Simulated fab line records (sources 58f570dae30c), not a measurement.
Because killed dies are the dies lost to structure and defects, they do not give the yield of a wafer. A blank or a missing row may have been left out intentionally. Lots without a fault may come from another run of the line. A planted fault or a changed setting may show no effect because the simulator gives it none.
Comparing a struck lot with a sound one -- flow berkeleyCmos170 -- 13 steps out of a route of 331
Sound: wafers L922.1, L922.5, L922.6. Struck: wafers L919.2, L919.3, L919.6. Last of all comes the cause.
Each step with rows lists, per side, the tool, then ch with its chambers, then its first start. Under that, the readings that differ: sound wafers -- struck wafers -- difference of the means -- sigmas: that difference in standard deviations of wafers without a fault.
alike: readings whose means differ by less than 2 such deviations, and words and numbers that are the same on both sides. not compared: withheld readings, readings that some wafer has no value for, bounds like >300 that may hide the same value, and numbers for which the record gives no deviation and whose values overlap.
A row with sigmas, a row that says differs or no value, or rows on one side alone: a step with any of these is where the two part. When numbers do not overlap yet have no deviation, they are printed without sigmas and do not part them. A reading that every wafer of one side lacks parts them only if that side has two wafers or more.

first, 2 steps without rows for these wafers: UCB170_NLDD_PEB_04; UCB170_NLDD_DEVELOP_05 (develop time 45 s).
UCB170_NLDD_CD_MEAS_06: the cd target is 1200 nm.
  struck on cdSem-02, day 11 16:28; sound on cdSem-01, day 12 19:12
  alike: cdNm
UCB170_NLDD_OVL_MEAS_07:
  struck on overlay-01, day 11 16:34; sound on overlay-02, day 12 19:19
  alike: NLDD_OVL
then, 2 steps without rows for these wafers: UCB170_NLDD_IMPLANT_08; UCB170_NLDD_IMPLANT_09.
UCB170_NLDD_STRIP_10: strips in O2.
  sound on plasmaAsher-02 ch 0,1, day 12 19:39; struck on plasmaAsher-02 ch 0,1, day 11 16:54
  alike: drypumpMotorCurrentA, oesProductAu, stripTimeToEndpointS
  not compared: rfHoursCounterH
UCB170_NLDD_TW_MEAS_11:
  struck on filmMetro-02, day 11 17:01; sound on filmMetro-01, day 12 19:45
  alike: NLDD_TW
then, 1 step without rows for these wafers: UCB170_NLDD_CLEAN_12 (cleans in SPM, time 600 s).
UCB170_SPACER_CVD_00: deposits SiO2 from TEOS/O2, target thk 376 nm, time 47 s.
  sound on pecvd-04 ch 0,2, day 12 20:38; struck on pecvd-01 ch 1,2, day 11 17:14
  alike: heaterPowerW
UCB170_SPACER_THK_MEAS_01:
  struck on filmMetro-04, day 11 17:17; sound on filmMetro-04, day 12 20:41
  alike: SPACER_TEOS_THK
then, 1 step without rows for these wafers: UCB170_SPACER_ANNEAL_02 (time 1800 s).
UCB170_SPACER_ETCHBACK_03: etches SiO2 in CHF3/CF4/Ar, stops on Si, target depth 376 nm, time 100 s.
  sound on rieDiel-03 ch 2,3, day 13 00:07; struck on rieDiel-04 ch 0,1, day 11 22:29
reading,sound,struck,difference,sigmas
oesProductAu (a.u.),0.921 0.916 0.904,0.974 0.985 0.962,+0.060,+4
runLengthS (s),128.1 128.0 128.9,110.8 111.4 110.6,-17.4,-33
model.etch.depthNm (nm),383.4 384.7 377.7,352.3 355.2 352.2,-28.7,
  alike: CHF3_flow_sccm, drypumpMotorCurrentA, throttleValvePct
  not compared: rfHoursCounterH

## WHERE THEY PART
Only at UCB170_SPACER_ETCHBACK_03, within this record.

WHY: whatever the simulator had introduced
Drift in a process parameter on rieDiel-04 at UCB170_SPACER_ETCHBACK_03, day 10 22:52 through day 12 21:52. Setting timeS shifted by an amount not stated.
